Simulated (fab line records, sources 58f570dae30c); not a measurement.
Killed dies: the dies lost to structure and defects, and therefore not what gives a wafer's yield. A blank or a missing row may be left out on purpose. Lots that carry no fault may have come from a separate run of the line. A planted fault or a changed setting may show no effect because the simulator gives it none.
Which tool is to blame?    flow berkeleyCmos170    Sampling: 14 lots, 42 wafers, 3 of 331 route steps

WHAT THE GAUGES SHOWED, per wafer
UCB170_NWELL_OVL_MEAS_12.
lot   measured     on          NWELL_OVL (nm)
L328  day 2 12:09  overlay-01  -6 -8 -9
L330  day 2 18:20  overlay-02  -8 -11 -8
L331  day 3 01:07  overlay-02  -3 -7 -2
L334  day 3 11:07  overlay-01  7 2 1
L333  day 3 11:14  overlay-01  -1 -1 4
L335  day 3 18:49  overlay-02  2 5 10
L336  day 3 22:24  overlay-01  0 1 -2
L338  day 4 13:02  overlay-01  3 8 6
L340  day 4 18:10  overlay-02  1 6 3
L344  day 5 19:36  overlay-02  2 1 -7
L346  day 6 01:01  overlay-02  4 0 -1
L348  day 6 09:33  overlay-01  1 4 0
L350  day 6 19:13  overlay-02  -2 -5 -7
L349  day 6 19:19  overlay-01  7 6 3

UCB170_ACTIVE_CD_MEAS_13 targets a cd of 1200 nm.
lot   measured     on        cdNm (nm)
L328  day 4 05:12  cdSem-01  1197.6 1199.6 1198.1
L330  day 4 19:34  cdSem-02  1199.0 1200.2 1199.1
L331  day 5 08:45  cdSem-02  1200.2 1199.9 1199.3
L334  day 5 13:53  cdSem-01  1200.4 1199.7 1199.8
L333  day 5 14:23  cdSem-01  1201.1 1201.3 1201.0
L335  day 5 14:18  cdSem-01  1200.2 1200.3 1199.1
L336  day 5 20:05  cdSem-02  1198.5 1200.1 1199.7
L338  day 6 09:32  cdSem-01  1197.0 1196.6 1197.4
L340  day 6 12:00  cdSem-02  1201.7 1202.2 1202.6
L344  day 7 22:47  cdSem-01  1198.4 1198.8 1198.4
L346  day 7 23:24  cdSem-01  1199.1 1199.9 1199.6
L348  day 8 03:06  cdSem-02  1201.6 1202.6 1202.1
L350  day 8 12:19  cdSem-01  1200.7 1200.6 1201.5
L349  day 8 12:33  cdSem-01  1199.3 1200.4 1200.0

UCB170_ACTIVE_CD_MEAS_90 targets a cd of 1200 nm.
lot   measured     on        cdNm (nm)
L328  day 4 05:34  cdSem-01  1197.2 1199.3 1197.8
L330  day 4 19:55  cdSem-02  1199.1 1200.2 1198.9
L331  day 5 09:07  cdSem-02  1200.3 1200.4 1199.5
L334  day 5 14:15  cdSem-02  1200.3 1199.8 1200.2
L333  day 5 14:44  cdSem-01  1200.8 1201.1 1200.2
L335  day 5 14:44  cdSem-02  1200.3 1200.0 1199.4
L336  day 5 20:28  cdSem-02  1198.6 1199.4 1199.6
L338  day 6 09:54  cdSem-01  1196.4 1196.1 1197.5
L340  day 6 12:22  cdSem-02  1201.9 1201.6 1203.1
L344  day 7 23:08  cdSem-01  1198.5 1198.8 1198.7
L346  day 7 23:46  cdSem-01  1199.4 1200.5 1199.5
L348  day 8 03:28  cdSem-02  1202.2 1202.6 1202.0
L350  day 8 12:55  cdSem-01  1200.4 1200.1 1201.6
L349  day 8 13:09  cdSem-01  1199.4 1200.3 1199.6

EACH LOT AND THE TOOL THAT RAN IT (in order: tool; ch and the chambers of the sampled wafers; start)
No process step before these readings appears in the record.

AS READ BY THE TOOLS THEMSELVES (means over the sampled wafers that have a number; for cases with no such wafer, the mark the record gives instead)
The record holds no such reading with a usual standard deviation.

THE ANSWER, worked out from the rows above alone
Rule: usual is defined by the lots themselves. Put in order of their means at a reading, lots are off if they are a third of the lots or fewer, leave a main group of 4 or more, and stand apart from it by a gap of 3 or more times the standard deviation of the main group's means; of several such gaps the widest counts. A main group whose means are all the same, to the digits that the tables above print for the reading, isn't used. Also off: a lot with no number at a reading for which 4 or more lots have one. Any other lot the step has rows for is counted as sound. The gauges are gone through in route order, then the tools' own readings, and for those a lot's mean is taken as printed above. The first step at which some lot is off is used, and at that step the reading that is off furthest; a lot without a number counts as furthest.
Nothing can be told from this: no lot is off at any reading shown.

WHAT THE SIMULATOR PUT IN
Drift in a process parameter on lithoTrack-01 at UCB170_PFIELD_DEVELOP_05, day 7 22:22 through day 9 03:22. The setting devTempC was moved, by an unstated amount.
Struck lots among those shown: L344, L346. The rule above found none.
